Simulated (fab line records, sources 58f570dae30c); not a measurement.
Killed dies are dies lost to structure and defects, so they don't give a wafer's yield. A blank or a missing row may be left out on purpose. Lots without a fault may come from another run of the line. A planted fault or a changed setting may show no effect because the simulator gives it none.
One fault seen from 2 desks | flow berkeley_cmos170 | each desk has only its own numbers; what lay behind them comes last

THE METROLOGY DESK
What the gauges read, lot by lot, whatever tool the lot ran on: means of the sampled wafers that have a number. A lot is out of limits, marked OUT, if its mean lies more than 4 standard deviations from the usual mean; the brackets give that distance.
Columns: A = CONTACT_PSG_THK at UCB170_CONTACT_THK_MEAS_02, usual 701 nm; B = cd_nm at UCB170_CONTACT_CD_MEAS_15, usual 699.4 nm; C = M1_AL_RS at UCB170_M1_RS_MEAS_01, usual 0.0484 ohm/sq
lot  | first seen here | A              | B     | C
L970 | day 7 01:15     | 699            | 697.9 | 0.0490
L971 | day 7 02:13     | 698            | 698.4 | 0.0486
L973 | day 7 11:36     | 703            | 700.1 | 0.0484
L972 | day 7 13:23     | 705            | 699.8 | 0.0489
L974 | day 8 10:22     | 703            | 698.3 | 0.0480
L976 | day 8 15:48     | 700            | 697.9 | 0.0481
L978 | day 8 20:52     | 702            | 701.7 | 0.0484
L985 | day 10 16:38    | 728 (+4.7) OUT | 698.0 | 0.0472
L983 | day 10 18:24    | 714            | 699.7 | 0.0483
L986 | day 11 00:22    | 697            | 699.0 | 0.0478
L987 | day 11 00:22    | 710            | 699.7 | 0.0487
L989 | day 11 08:38    | 701            | 700.5 | 0.0481
L990 | day 11 08:42    | 693            | 698.9 | 0.0487
L991 | day 11 17:14    | 710            | 697.6 | 0.0483
This desk's finding: out of limits on L985; first on L985, day 10 16:38 (CONTACT_PSG_THK at UCB170_CONTACT_THK_MEAS_02). In limits: L970, L971, L973, L972, L974, L976, L978, L983, L986, L987, L989, L990, L991.

THE TOOL OWNER'S DESK: lpcvd-02
The tool's own readings at UCB170_CONTACT_CVD_01 (deposits PSG from SiH4/O2/PH3, target thk 700 nm, time 2820 s): means of the sampled wafers that have a number, for each lot that ran on this tool. A lot is out of limits, marked OUT, if its mean lies more than 4 standard deviations from the usual mean; the brackets give that distance.
Columns: A = ph3_flow_sccm at UCB170_CONTACT_CVD_01, usual 24.99 sccm; B = spike_tc_load_C at UCB170_CONTACT_CVD_01, usual 470.8 C; C = zone_power_load_pct at UCB170_CONTACT_CVD_01, usual 7.0 %
lot  | first seen here | A               | B     | C
L971 | day 7 00:25     | 24.99           | 471.0 | 7.4
L973 | day 7 09:49     | 25.10           | 474.0 | 7.1
L972 | day 7 11:36     | 24.94           | 473.5 | 7.1
L974 | day 8 08:35     | 24.98           | 471.7 | 7.4
L976 | day 8 13:07     | 24.96           | 471.3 | 7.5
L985 | day 10 14:50    | 29.97 (+71) OUT | 473.8 | 7.1
L983 | day 10 16:37    | 29.91 (+70) OUT | 473.0 | 7.1
This desk's finding: out of limits on L983, L985; first on L985, day 10 14:50 (ph3_flow_sccm at UCB170_CONTACT_CVD_01). In limits: L971, L973, L972, L974, L976.

PUT TOGETHER
The tool owner's desk could have raised an alarm at day 10 14:50, on L983, L985.
The metrology desk could have raised an alarm at day 10 16:38, on L985.
The metrology desk has L983 on record, within its limits.
Of the lots named, all ran UCB170_CONTACT_CVD_01 on lpcvd-02.

WHAT THE SIMULATOR HAD PUT IN
Process parameter drift: lpcvd-02, from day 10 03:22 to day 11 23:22, at UCB170_CONTACT_CVD_01. Setting ph3_flow_sccm, moved by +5, from 25.
Lots struck among those shown: L983, L985.
Hours from the fault's start to each desk's first reading out of limits: the tool owner's desk, 11; the metrology desk, 13.
